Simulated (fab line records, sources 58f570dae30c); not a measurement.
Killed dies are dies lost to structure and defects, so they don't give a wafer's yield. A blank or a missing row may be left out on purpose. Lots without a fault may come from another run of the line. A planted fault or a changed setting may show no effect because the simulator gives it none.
Chamber matching | flow berkeley_cmos170 | UCB170_V2_CVD_00 on pecvd-01: 3 sister chambers
The step deposits SiO2 from TEOS/O2, target thk 2000 nm, time 250 s. 14 wafers are shown with their chamber, then 7 later ones without.

WAFERS WITH THEIR CHAMBER
wafer  | chamber | heater_power_w (W)
L982.2 | 2       | 257
L982.3 | 0       | 309
L982.4 | 2       | 176
L988.3 | 2       | 210
L988.4 | 0       | 334
L988.5 | 2       | 258
L990.2 | 0       | 264
L990.4 | 0       | 335
L990.5 | 2       | 172
L997.1 | 2       | 224
L997.4 | 1       | 166
L997.5 | 2       | 177
L100.2 | 1       | 191
L100.4 | 2       | 178

SIGNATURES (means of the wafers above)
reading        | chamber 0 | chamber 1 | chamber 2 | scatter within a chamber
heater_power_w | 310.50    | 178.50    | 206.50    | 34.3
Rule: a wafer's distance from a chamber is the root of the sum, over the readings, of the square of ((its reading less the chamber's mean) divided by the reading's scatter). The wafer belongs to the nearest chamber; if the next one is less than 2 further off, it can't be placed. The scatter: the root of (the sum of the squares of (reading less its chamber's mean) over the shown wafers, divided by (wafers less chambers)).

WAFERS WITHOUT THEIR CHAMBER
wafer  | heater_power_w (W)
L100.5 | 246
L103.3 | 353
L103.4 | 168
L103.5 | 177
L102.1 | 312
L102.3 | 237
L102.4 | 180

WHICH CHAMBER EACH WENT THROUGH
wafer  | from the rows above          | in truth
L100.5 | can't be placed: 2 or 0 or 1 | 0
L103.3 | 0                            | 0
L103.4 | can't be placed: 1 or 2      | 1
L103.5 | can't be placed: 1 or 2      | 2
L102.1 | 0                            | 0
L102.3 | can't be placed: 2 or 1 or 0 | 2
L102.4 | can't be placed: 1 or 2      | 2
Placed correctly: 2 of 7. Can't be placed from these rows: 5 (the true chamber is among the candidates in 5). Placed wrongly: 0.
